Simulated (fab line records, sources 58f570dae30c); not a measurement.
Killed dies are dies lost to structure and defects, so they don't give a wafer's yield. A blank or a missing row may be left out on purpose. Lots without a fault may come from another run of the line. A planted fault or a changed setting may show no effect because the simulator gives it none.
fab line records | flow berkeley_cmos170
record lots=5 wafers=23
route steps=331 shown ZERO@7 NWELL@18 PWELL@39 ACTIVE@68 PFIELD@80 NVT@105 GATE@135
start_h: hours from the record's first day to the start of the lot's first wafer shown | wait_h: hours since the lot's step before | " the same as in the row above | L1.1+2: a row that stands for several wafers | - no value, or no start given | * or withheld: withheld | < > ~ a bound
route shown NAME@n: a module of which the file shows steps, and the number in the route of the first | usual: mean/standard deviation of fault-free wafers | same: alike in all rows | chamber/n: place in a boat | sites: the reading at each site | _std_site: their standard deviation | _edge_site: outer sites' mean less inner sites' | radius_mm: how far each site lies from the wafer's centre | mask NAME#n: copy n | behind: the tool/chamber that last shaped the wafer | hold: why the lot was held/for how many hours/how that ended | device: the transistor (n, p or np) that didn't switch | end of line: the same wafers' tests at the end of the route | a step without rows: its recipe alone | killed: dies lost to structure and defects at the first sort, not the wafer's yield | map: a wafer's dies, x killed, . not, _ none there
set.NAME: the setting as run; set.NAME@STEP: as run at that earlier step | model.NAME: the simulator's own value behind a step, which no gauge read
lots whose settings were changed on purpose; a table a step, a row a wafer
## steps
# step UCB170_ZERO_COAT_01
# recipe resist=KrF spin_rpm=1500 resist_thk_nm=900
# columns lot.wafer tool chamber start_h wait_h set.spin_rpm model.KrF_of_ZERO_COAT_01.thk_nm
L074.1 litho_track-02 0 16.93 0.1 1500 894.2
L074.5 " 0 " " 1500 895.1
L074.6 " 0 " " 1500 896.3
L076.1 litho_track-03 0 26.54 0.1 1500 906.6
L076.3 " 0 " " 1551 890.1
L076.4 " 0 " " 1551 888.7
L076.5 " 0 " " 1500 898.8
L076.6 " 0 " " 1551 889.7
L083.1 litho_track-03 0 64.98 0.1 1470 909.2
L083.3 " 0 " " 1470 912.2
L083.4 " 0 " " 1500 903.4
L083.5 " 0 " " 1500 900.3
L083.6 " 0 " " 1470 911.9
L084.1+4 litho_track-01 0 71.58 0.1 1500 894.6
L084.2 " 0 " " 1500 891.8
L084.5 " 0 " " 1500 896
L084.6 " 0 " " 1500 892.5
L085.1 litho_track-03 0 77.50 0.1 1416 930.1
L085.2 " 0 " " 1416 930.6
L085.4 " 0 " " 1416 929.5
L085.5 " 0 " " 1500 904.8
L085.6 " 0 " " 1500 903.1
# step UCB170_ZERO_SOFTBAKE_02
# recipe resist=KrF temp_c=130 time_s=60
# step UCB170_ZERO_EXPOSE_03
# recipe mask_id=PM_MARKS na=0.5 sigma_outer=0.6 source_shape=conventional target_cd_nm=4000 dose_mj=30
# step UCB170_ZERO_DEVELOP_05
# recipe developer=TMAH develop_time_s=45 resist=KrF dev_temp_c=21
# step UCB170_ZERO_ETCH_06
# recipe chemistry=CHF3/CF4/Ar target=SiO2 time_s=12 pressure_mtorr=100 rf_w=500 CHF3_flow_sccm=50 cf4_flow_sccm=10 Ar_flow_sccm=120 over_etch_frac=1.58
# step UCB170_ZERO_STRIP_07
# recipe chemistry=O2 power_w=400 pressure_mtorr=3500 platen_temp_c=withheld o2_flow_sccm=406.5 overash_fraction=0.5
# usual strip_time_to_endpoint_s=21.42/0.088
# columns lot.wafer tool chamber start_h wait_h set.spin_rpm@ZERO_COAT_01 strip_time_to_endpoint_s
L074.1 plasma_asher-01 1 17.89 0.0 1500 21.30
L074.5 " 0 " " 1500 21.30
L074.6 " 1 " " 1500 21.33
L076.1 plasma_asher-04 0 27.90 0.0 1500 21.60
L076.3 " 0 " " 1551 21.19
L076.4 " 1 " " 1551 21.16
L076.5 " 1 " " 1500 21.41
L076.6 " 0 " " 1551 21.18
L083.1 plasma_asher-01 1 66.67 0.0 1470 21.65
L083.3 " 0 " " 1470 21.74
L083.4 " 1 " " 1500 21.51
L083.5 " 0 " " 1500 21.45
L083.6 " 1 " " 1470 21.72
L084.1 plasma_asher-04 0 72.42 0.0 1500 21.31
L084.2 " 1 " " 1500 21.25
L084.4 " 0 " " 1500 21.29
L084.5 " 0 " " 1500 21.33
L084.6 " 1 " " 1500 21.26
L085.1 plasma_asher-04 1 78.34 0.0 1416 22.14
L085.2 " 0 " " 1416 22.16
L085.4 " 1 " " 1416 22.14
L085.5 " 0 " " 1500 21.53
L085.6 " 1 " " 1500 21.51
# step UCB170_NWELL_CVD_04
# recipe material=Si3N4 target_thk_nm=224 temp_c=800 precursor=SiH2Cl2/NH3 time_s=3360 pressure_mtorr=200 sih2cl2_flow_sccm=25 nh3_flow_sccm=75
# columns lot.wafer tool chamber start_h wait_h set.pressure_mtorr model.Si3N4_of_NWELL_CVD_04.thk_nm
L074.1 lpcvd-01 0 26.03 0.0 200 223
L074.5 " 0 " " 200 223.5
L074.6 " 0 " " 200 223.4
L076.1+3 - - - 0.0 219.3 232.7
L076.4 " - " " 219.3 233.2
L076.5 " - " " 219.3 231.2
L076.6 " - " " 219.3 231.8
L083.1 - - - 0.0 179.3 220.1
L083.3 " - " " 179.3 219.4
L083.4 " - " " 179.3 221.1
L083.5 " - " " 179.3 221.2
L083.6 " - " " 179.3 220.3
L084.1 - - - 0.5 221 232.7
L084.2 " - " " 221 232.8
L084.4 " - " " 221 233.1
L084.5 " - " " 221 232.3
L084.6 " - " " 221 230.7
L085.1 - - - 0.0 214.1 229.3
L085.2 " - " " 214.1 228.9
L085.4 " - " " 214.1 229.2
L085.5 " - " " 214.1 228.4
L085.6 " - " " 214.1 228.8
# step UCB170_NWELL_THK_MEAS_05
# recipe reads=Si3N4_of_NWELL_CVD_04
# usual NWELL_NITRIDE_THK=226.2/1.8
# columns lot.wafer tool chamber start_h wait_h set.pressure_mtorr@NWELL_CVD_04 NWELL_NITRIDE_THK[nm]
L074.1 film_metro-01 - 28.00 0.0 200 223.1
L074.5 " - " " 200 223.5
L074.6 " - " " 200 223.4
L076.1 film_metro-02 - - - 219.3 232.9
L076.3 " - " " 219.3 232.8
L076.4 " - " " 219.3 233.2
L076.5 " - " " 219.3 231.5
L076.6 " - " " 219.3 231.7
L083.1 film_metro-02 - - - 179.3 220.0
L083.3 " - " " 179.3 219.6
L083.4 " - " " 179.3 221.1
L083.5 " - " " 179.3 221.2
L083.6 " - " " 179.3 220.3
L084.1 film_metro-03 - - - 221 232.8
L084.2 " - " " 221 232.8
L084.4 " - " " 221 233.2
L084.5 " - " " 221 232.3
L084.6 " - " " 221 230.8
L085.1 film_metro-03 - - - 214.1 229.3
L085.2 " - " " 214.1 228.8
L085.4 " - " " 214.1 229.2
L085.5 " - " " 214.1 228.4
L085.6 " - " " 214.1 228.9
# step UCB170_NWELL_COAT_07
# recipe resist=KrF spin_rpm=1500 resist_thk_nm=900
# columns lot.wafer tool chamber start_h wait_h set.resist_thk_nm
L074.1+5+6 litho_track-04 0 28.46 0.1 900
L076.1+3+4+5+6 litho_track-04 0 43.16 0.1 900
L083.1+3+4+5+6 litho_track-03 0 82.13 0.1 900
L084.1+2+4+5+6 litho_track-04 0 87.96 0.1 900
L085.1+2+5 litho_track-03 0 91.49 0.1 936.9
L085.4+6 " 0 " " 900
# step UCB170_NWELL_SOFTBAKE_08
# recipe resist=KrF temp_c=130 time_s=60
# step UCB170_NWELL_EXPOSE_09
# recipe mask_id=NWELL target_cd_nm=3000 na=0.5 sigma_outer=0.6 source_shape=conventional dose_mj=25
# step UCB170_NWELL_DEVELOP_11
# recipe developer=TMAH develop_time_s=45 resist=KrF dev_temp_c=21
# step UCB170_NWELL_ETCH_13
# recipe chemistry=CH3F/Ar/O2 target=Si3N4 stop_on=SiO2 CH3F_flow_sccm=20 Ar_flow_sccm=50 O2_flow_sccm=7 pressure_mtorr=50 rf_w=450 target_depth_a=2464 over_etch_frac=0.1 time_s=154
# columns lot.wafer tool chamber start_h wait_h set.pressure_mtorr@NWELL_CVD_04 model.etch.depth_nm
L074.1 rie_diel-04 0 29.41 0.0 200 223
L074.5 " 0 " " 200 223.5
L074.6 " 3 " " 200 223.4
L076.1+3+5+6 rie_diel-04 2,1,3,2 44.01 0.0 219.3 -
L076.4 " 3 " " 219.3 233.2
L083.1+4+5+6 rie_diel-04 0,1,1,2 82.98 0.0 179.3 -
L083.3 " 2 " " 179.3 219.4
L084.1+2+5+6 rie_diel-03 3,0,3,0 88.69 0.0 221 -
L084.4 " 1 " " 221 233.1
L085.1+5 rie_diel-03 2,3 92.80 0.0 214.1 -
L085.2 " 3 " " 214.1 228.9
L085.4 " 1 " " 214.1 229.2
L085.6 " 0 " " 214.1 228.8
# step UCB170_PWELL_CVD_05
# recipe material=Si3N4 target_thk_nm=220 temp_c=800 precursor=SiH2Cl2/NH3 time_s=3300 pressure_mtorr=200 sih2cl2_flow_sccm=25 nh3_flow_sccm=75
# columns lot.wafer tool chamber start_h wait_h set.temp_c model.Si3N4_of_PWELL_CVD_05.thk_nm
L074.1 lpcvd-01 1 47.15 0.0 800 222
L074.5 " 1 " " 800 219.3
L074.6 " 1 " " 800 221
L076.1 - - - 0.0 788.8 181.2
L076.3 " - " " 788.8 181.5
L076.4+5 " - " " 788.8 180.4
L076.6 " - " " 788.8 179.4
L083.1 - - - 0.0 789.9 180.8
L083.3 " - " " 789.9 178.8
L083.4 " - " " 789.9 178.5
L083.5 " - " " 789.9 179.4
L083.6 " - " " 789.9 180.5
L084.1 - - - 0.0 819.7 312.1
L084.2 " - " " 819.7 312.8
L084.4 " - " " 819.7 310.5
L084.5 " - " " 819.7 311.8
L084.6 " - " " 819.7 313.6
L085.1 - - - 0.0 788.8 179.1
L085.2 " - " " 788.8 177.3
L085.4 " - " " 788.8 180.9
L085.5 " - " " 788.8 181.7
L085.6 " - " " 788.8 178.1
# step UCB170_PWELL_THK_MEAS_06
# recipe reads=Si3N4_of_PWELL_CVD_05
# usual PWELL_NITRIDE_THK=221.4/2.4
# columns lot.wafer tool chamber start_h wait_h set.temp_c@PWELL_CVD_05 PWELL_NITRIDE_THK[nm]
L074.1 film_metro-01 - 49.07 0.0 800 222.1
L074.5 " - " " 800 219.4
L074.6 " - " " 800 221.1
L076.1 film_metro-04 - - - 788.8 181.3
L076.3 " - " " 788.8 181.4
L076.4 " - " " 788.8 180.4
L076.5 " - " " 788.8 180.3
L076.6 " - " " 788.8 179.6
L083.1 film_metro-01 - - - 789.9 180.7
L083.3 " - " " 789.9 178.8
L083.4 " - " " 789.9 178.5
L083.5 " - " " 789.9 179.4
L083.6 " - " " 789.9 180.6
L084.1 film_metro-04 - - - 819.7 312.0
L084.2 " - " " 819.7 312.9
L084.4 " - " " 819.7 310.6
L084.5 " - " " 819.7 311.6
L084.6 " - " " 819.7 313.6
L085.1 film_metro-01 - - - 788.8 179.1
L085.2 " - " " 788.8 177.4
L085.4 " - " " 788.8 181.0
L085.5 " - " " 788.8 181.6
L085.6 " - " " 788.8 178.1
# step UCB170_PWELL_HMDS_07
# recipe prime_time_s=60 prime_temp_c=100
# step UCB170_PWELL_COAT_08
# recipe resist=KrF spin_rpm=1500 resist_thk_nm=900
# step UCB170_PWELL_DEVELOP_12
# recipe developer=TMAH develop_time_s=45 resist=KrF dev_temp_c=21
# step UCB170_PWELL_ETCH_14
# recipe chemistry=CH3F/Ar/O2 target=Si3N4 stop_on=SiO2 CH3F_flow_sccm=20 Ar_flow_sccm=50 O2_flow_sccm=7 pressure_mtorr=50 rf_w=450 target_depth_a=2420 over_etch_frac=0.1 time_s=151
# usual oes_product_au=0.943/0.013
# columns lot.wafer tool chamber start_h wait_h set.temp_c@PWELL_CVD_05 oes_product_au
L074.1 rie_diel-04 0 50.53 0.0 800 0.945
L074.5 " 1 " " 800 0.937
L074.6 " 2 " " 800 0.941
L076.1 rie_diel-02 1 63.10 0.0 788.8 0.838
L076.3 " 2 " " 788.8 0.835
L076.4 " 0 " " 788.8 0.833
L076.5 " 3 " " 788.8 0.828
L076.6 " 2 " " 788.8 0.841
L083.1 rie_diel-02 2 104.36 0.0 789.9 0.842
L083.3 " 1 " " 789.9 0.824
L083.4 " 3 " " 789.9 0.811
L083.5 " 1 " " 789.9 0.826
L083.6 " 2 " " 789.9 0.842
L085.1 rie_diel-01 3 111.53 0.0 788.8 0.829
L085.2 " 0 " " 788.8 0.850
L085.4 " 1 " " 788.8 0.856
L085.5 " 3 " " 788.8 0.833
L085.6 " 2 " " 788.8 0.847
L084.1 rie_diel-02 2 111.80 0.0 819.7 1.007
L084.2 " 0 " " 819.7 0.989
L084.4 " 3 " " 819.7 0.973
L084.5 " 0 " " 819.7 0.996
L084.6 " 1 " " 819.7 0.981
# step UCB170_PWELL_IMPLANT_15
# recipe species=B dose_cm2=5e+12 energy_kev=60 tilt_deg=7
# columns lot.wafer tool chamber start_h wait_h set.energy_kev model.implant.rp_nm model.implant.drp_nm
L074.1+5+6 implanter-02 0 50.63 0.1 60 191.2 64.7
L076.1+3+4+5+6 implanter-01 0 63.20 0.1 60 188.3 64.7
L083.1+4 implanter-03 0 104.46 0.1 57.03 174.6 62.97
L083.3+5+6 " 0 " " 60 183 64.7
L085.1+2+4+5+6 implanter-01 0 111.63 0.1 60 190.5 64.7
L084.1+6 implanter-03 0 111.90 0.1 61.21 193.8 65.38
L084.2+4+5 " 0 " " 60 189.6 64.7
# step UCB170_ACTIVE_COAT_08
# recipe resist=KrF spin_rpm=1500 resist_thk_nm=900
# columns lot.wafer tool chamber start_h wait_h set.spin_rpm model.KrF_of_ACTIVE_COAT_08.thk_nm
L074.1 litho_track-04 0 83.36 0.1 1500 902.4
L074.5 " 0 " " 1500 901.2
L074.6 " 0 " " 1500 901
L076.1 litho_track-04 0 98.52 0.1 1548 888.2
L076.3 " 0 " " 1548 888.6
L076.4 " 0 " " 1548 887.4
L076.5 " 0 " " 1500 901.4
L076.6 " 0 " " 1500 900.7
L083.1 litho_track-02 0 139.71 0.1 1594 874.1
L083.3 " 0 " " 1594 876
L083.4 " 0 " " 1594 876.1
L083.5 " 0 " " 1500 902.7
L083.6 " 0 " " 1500 903.2
L085.1 litho_track-04 0 139.71 0.1 1405 931.8
L085.2 " 0 " " 1500 901.1
L085.4 " 0 " " 1500 902.4
L085.5 " 0 " " 1500 900.8
L085.6 " 0 " " 1405 930.7
L084.1 litho_track-04 0 153.26 0.1 1544 885.3
L084.2 " 0 " " 1544 886.3
L084.4 " 0 " " 1500 897.7
L084.5 " 0 " " 1500 900.3
L084.6 " 0 " " 1544 884.4
# step UCB170_PFIELD_COAT_01
# recipe resist=KrF spin_rpm=1500 resist_thk_nm=900
# columns lot.wafer tool chamber start_h wait_h set.resist_thk_nm model.KrF_of_PFIELD_COAT_01.thk_nm
L074.1 litho_track-01 0 85.65 0.1 900 899.1
L074.5 " 0 " " 900 900.5
L074.6 " 0 " " 900 900.9
L076.1 litho_track-03 0 100.60 0.1 882.9 883.5
L076.3 " 0 " " 882.9 886.5
L076.4 " 0 " " 900 900.5
L076.5 " 0 " " 900 900.4
L076.6 " 0 " " 882.9 882.7
L083.1 litho_track-01 0 141.36 0.1 857 857.6
L083.3 " 0 " " 857 855.3
L083.4 " 0 " " 900 902.8
L083.5 " 0 " " 857 856.1
L083.6 " 0 " " 900 896.8
L085.1 litho_track-02 0 142.00 0.1 900 903.1
L085.2 " 0 " " 900 898.6
L085.4 " 0 " " 900 902.1
L085.5 " 0 " " 900 900.5
L085.6 " 0 " " 900 900.2
L084.1 litho_track-02 0 154.88 0.1 948.2 949.1
L084.2 " 0 " " 900 903.3
L084.4 " 0 " " 948.2 949.7
L084.5 " 0 " " 948.2 953.2
L084.6 " 0 " " 900 901
# step UCB170_PFIELD_SOFTBAKE_02
# recipe resist=KrF temp_c=130 time_s=60
# step UCB170_PFIELD_EXPOSE_03
# recipe mask_id=PFIELD na=0.5 sigma_outer=0.6 source_shape=conventional target_cd_nm=1500 dose_mj=30
# step UCB170_PFIELD_IMPLANT_07
# recipe species=B dose_cm2=2e+13 energy_kev=80 tilt_deg=7
# step UCB170_PFIELD_STRIP_08
# recipe chemistry=O2 power_w=400 pressure_mtorr=3500 platen_temp_c=withheld o2_flow_sccm=400 overash_fraction=0.5
# usual strip_time_to_endpoint_s=21.63/0.056
# columns lot.wafer tool chamber start_h wait_h set.resist_thk_nm@PFIELD_COAT_01 strip_time_to_endpoint_s
L074.1 plasma_asher-01 0 86.72 0.1 900 21.61
L074.5 " 0 " " 900 21.64
L074.6 " 1 " " 900 21.64
L076.1 plasma_asher-01 1 101.96 0.1 882.9 21.22
L076.3 " 1 " " 882.9 21.30
L076.4 " 0 " " 900 21.63
L076.5 " 1 " " 900 21.64
L076.6 " 0 " " 882.9 21.21
L083.1 plasma_asher-01 1 142.57 0.1 857 20.62
L083.3 " 1 " " 857 20.55
L083.4 " 0 " " 900 21.70
L083.5 " 0 " " 857 20.56
L083.6 " 1 " " 900 21.55
L085.1 plasma_asher-01 1 143.30 0.1 900 21.70
L085.2 " 0 " " 900 21.61
L085.4 " 1 " " 900 21.69
L085.5 " 0 " " 900 21.64
L085.6 " 1 " " 900 21.65
L084.1 plasma_asher-04 0 155.94 0.1 948.2 22.80
L084.2 " 1 " " 900 21.71
L084.4 " 1 " " 948.2 22.81
L084.5 " 0 " " 948.2 22.89
L084.6 " 1 " " 900 21.64
# step UCB170_NVT_COAT_01
# recipe resist=KrF spin_rpm=1500 resist_thk_nm=900
# columns lot.wafer tool chamber start_h wait_h set.spin_rpm model.KrF_of_NVT_COAT_01.thk_nm
L074.1 litho_track-04 0 120.08 0.1 1500 903.8
L074.5 " 0 " " 1500 906.4
L074.6 " 0 " " 1500 903.7
L076.1 litho_track-03 0 136.48 0.1 1500 901.4
L076.3 " 0 " " 1440 917.8
L076.4 " 0 " " 1440 916.4
L076.5 " 0 " " 1440 920.5
L076.6 " 0 " " 1500 899.1
L085.1 litho_track-03 0 176.17 0.1 1500 899.4
L085.2 " 0 " " 1575 875.7
L085.4 " 0 " " 1500 903
L085.5 " 0 " " 1575 875.5
L085.6 " 0 " " 1575 878.5
L083.1 litho_track-04 0 176.38 0.1 1583 877.1
L083.3+6 " 0 " " 1583 879
L083.4 " 0 " " 1500 903.8
L083.5 " 0 " " 1500 905.3
L084.1 litho_track-01 0 186.62 0.1 1500 894.8
L084.2 " 0 " " 1500 895.3
L084.4 " 0 " " 1500 893.6
L084.5 " 0 " " 1500 896.4
L084.6 " 0 " " 1500 894.6
# step UCB170_NVT_IMPLANT_07
# recipe species=BF2 dose_cm2=3e+12 energy_kev=50 tilt_deg=7
# columns lot.wafer tool chamber start_h wait_h set.dose_cm2
L074.1+5+6 implanter-03 0 121.12 0.1 3e+12
L076.1+3+4+5+6 implanter-04 0 137.88 0.0 3e+12
L085.1+2+4+5+6 implanter-03 0 177.06 0.0 3e+12
L083.1+3+4+5+6 implanter-02 0 177.33 0.0 3e+12
L084.1+4 implanter-03 0 187.44 0.0 3.088e+12
L084.2+5+6 " 0 " " 3e+12
# step UCB170_NVT_STRIP_08
# recipe chemistry=O2 power_w=400 pressure_mtorr=3500 platen_temp_c=withheld o2_flow_sccm=400 overash_fraction=0.5
# usual strip_time_to_endpoint_s=21.65/0.073
# columns lot.wafer tool chamber start_h wait_h set.spin_rpm@NVT_COAT_01 strip_time_to_endpoint_s
L074.1 plasma_asher-02 1 121.27 0.1 1500 21.72
L074.5 " 1 " " 1500 21.78
L074.6 " 0 " " 1500 21.71
L076.1 plasma_asher-02 1 138.03 0.1 1500 21.66
L076.3 " 0 " " 1440 22.06
L076.4 " 1 " " 1440 22.02
L076.5 " 0 " " 1440 22.12
L076.6 " 1 " " 1500 21.59
L085.1 plasma_asher-04 0 177.21 0.1 1500 21.62
L085.2 " 1 " " 1575 21.07
L085.4 " 0 " " 1500 21.68
L085.5 " 1 " " 1575 21.05
L085.6 " 0 " " 1575 21.12
L083.1 plasma_asher-02 1 177.48 0.1 1583 21.07
L083.3 " 0 " " 1583 21.12
L083.4 " 1 " " 1500 21.73
L083.5 " 1 " " 1500 21.75
L083.6 " 0 " " 1583 21.11
L084.1 plasma_asher-03 0 187.59 0.1 1500 21.50
L084.2 " 1 " " 1500 21.51
L084.4 " 0 " " 1500 21.46
L084.5 " 0 " " 1500 21.55
L084.6 " 1 " " 1500 21.49
# step UCB170_GATE_EXPOSE_09
# recipe mask_id=POLY target_cd_nm=350 na=0.5 sigma_outer=0.6 source_shape=conventional dose_mj=21
# columns lot.wafer tool chamber start_h wait_h mask set.dose_mj
L074.1+5+6 krf_scanner-01 0 142.69 - POLY#0 21
L076.1+4+6 krf_scanner-02 0 154.22 - POLY#0 22.06
L076.3+5 " 0 " " POLY#0 21
L085.1+2+6 krf_scanner-01 0 193.68 - POLY#0 21
L085.4+5 " 0 " " POLY#0 22.4
L083.1+3+4+5+6 krf_scanner-02 0 193.92 - POLY#0 21
L084.1+2+4 krf_scanner-02 0 204.32 - POLY#0 21
L084.5+6 " 0 " " POLY#0 22.04
# step UCB170_GATE_PEB_10
# recipe peb_temp_c=130 peb_time_s=withheld resist=KrF
# step UCB170_GATE_DEVELOP_11
# recipe developer=TMAH develop_time_s=45 resist=KrF dev_temp_c=21
# step UCB170_GATE_CD_MEAS_12
# recipe target_cd_nm=350
# usual cd_nm=350.4/1.6
# columns lot.wafer tool chamber start_h wait_h set.dose_mj@GATE_EXPOSE_09 cd_nm
L074.1 cd_sem-01 - 143.30 - 21 350.8
L074.5 " - " " 21 350.4
L074.6 " - " " 21 349.6
L076.1 cd_sem-01 - 154.61 - 22.06 342.5
L076.3 " - " " 21 353.3
L076.4 " - " " 22.06 344.0
L076.5 " - " " 21 353.1
L076.6 " - " " 22.06 343.4
L085.1 cd_sem-02 - 194.07 - 21 350.0
L085.2 " - " " 21 350.1
L085.4 " - " " 22.4 338.4
L085.5 " - " " 22.4 339.1
L085.6 " - " " 21 349.6
L083.1 cd_sem-01 - 194.32 - 21 349.2
L083.3 " - " " 21 348.4
L083.4 " - " " 21 349.7
L083.5 " - " " 21 348.0
L083.6 " - " " 21 348.7
L084.1 cd_sem-01 - 204.71 - 21 348.2
L084.2 " - " " 21 349.6
L084.4 " - " " 21 349.4
L084.5 " - " " 22.04 340.3
L084.6 " - " " 22.04 339.6
## key
split step=UCB170_ZERO_COAT_01 setting=spin_rpm stated=1500 by=wafer
response step=UCB170_ZERO_COAT_01 reading=model.KrF_of_ZERO_COAT_01.thk_nm change=-4.47 per=1% r=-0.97
response step=UCB170_ZERO_STRIP_07 reading=strip_time_to_endpoint_s change=* per=1% r=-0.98
split step=UCB170_NWELL_CVD_04 setting=pressure_mtorr stated=200 by=lot
response step=UCB170_NWELL_CVD_04 reading=model.Si3N4_of_NWELL_CVD_04.thk_nm change=+0.587 per=1% r=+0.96
response step=UCB170_NWELL_THK_MEAS_05 reading=NWELL_NITRIDE_THK change=+0.588 per=1% r=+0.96
response step=UCB170_NWELL_ETCH_13 reading=model.etch.depth_nm change=+0.696 per=1% r=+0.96
split step=UCB170_NWELL_COAT_07 setting=resist_thk_nm stated=900 by=wafer
response none clear
split step=UCB170_PWELL_CVD_05 setting=temp_c stated=800 by=lot
response step=UCB170_PWELL_CVD_05 reading=model.Si3N4_of_PWELL_CVD_05.thk_nm change=+34.5 per=1% r=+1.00
response step=UCB170_PWELL_THK_MEAS_06 reading=PWELL_NITRIDE_THK change=+34.5 per=1% r=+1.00
response step=UCB170_PWELL_ETCH_14 reading=oes_product_au change=+0.0411 per=1% r=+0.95
split step=UCB170_PWELL_IMPLANT_15 setting=energy_kev stated=60 by=wafer
response step=UCB170_PWELL_IMPLANT_15 reading=model.implant.rp_nm change=+1.73 per=1% r=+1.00
response step=UCB170_PWELL_IMPLANT_15 reading=model.implant.drp_nm change=+0.348 per=1% r=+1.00
split step=UCB170_ACTIVE_COAT_08 setting=spin_rpm stated=1500 by=wafer
response step=UCB170_ACTIVE_COAT_08 reading=model.KrF_of_ACTIVE_COAT_08.thk_nm change=-4.51 per=1% r=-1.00
split step=UCB170_PFIELD_COAT_01 setting=resist_thk_nm stated=900 by=wafer
response step=UCB170_PFIELD_COAT_01 reading=model.KrF_of_PFIELD_COAT_01.thk_nm change=+9.04 per=1% r=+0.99
response step=UCB170_PFIELD_STRIP_08 reading=strip_time_to_endpoint_s change=* per=1% r=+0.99
split step=UCB170_NVT_COAT_01 setting=spin_rpm stated=1500 by=wafer
response step=UCB170_NVT_COAT_01 reading=model.KrF_of_NVT_COAT_01.thk_nm change=-4.74 per=1% r=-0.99
response step=UCB170_NVT_STRIP_08 reading=strip_time_to_endpoint_s change=* per=1% r=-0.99
split step=UCB170_NVT_IMPLANT_07 setting=dose_cm2 stated=3e+12 by=wafer
response none clear
split step=UCB170_GATE_EXPOSE_09 setting=dose_mj stated=21 by=wafer
response step=UCB170_GATE_CD_MEAS_12 reading=cd_nm change=-1.8 per=1% r=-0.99
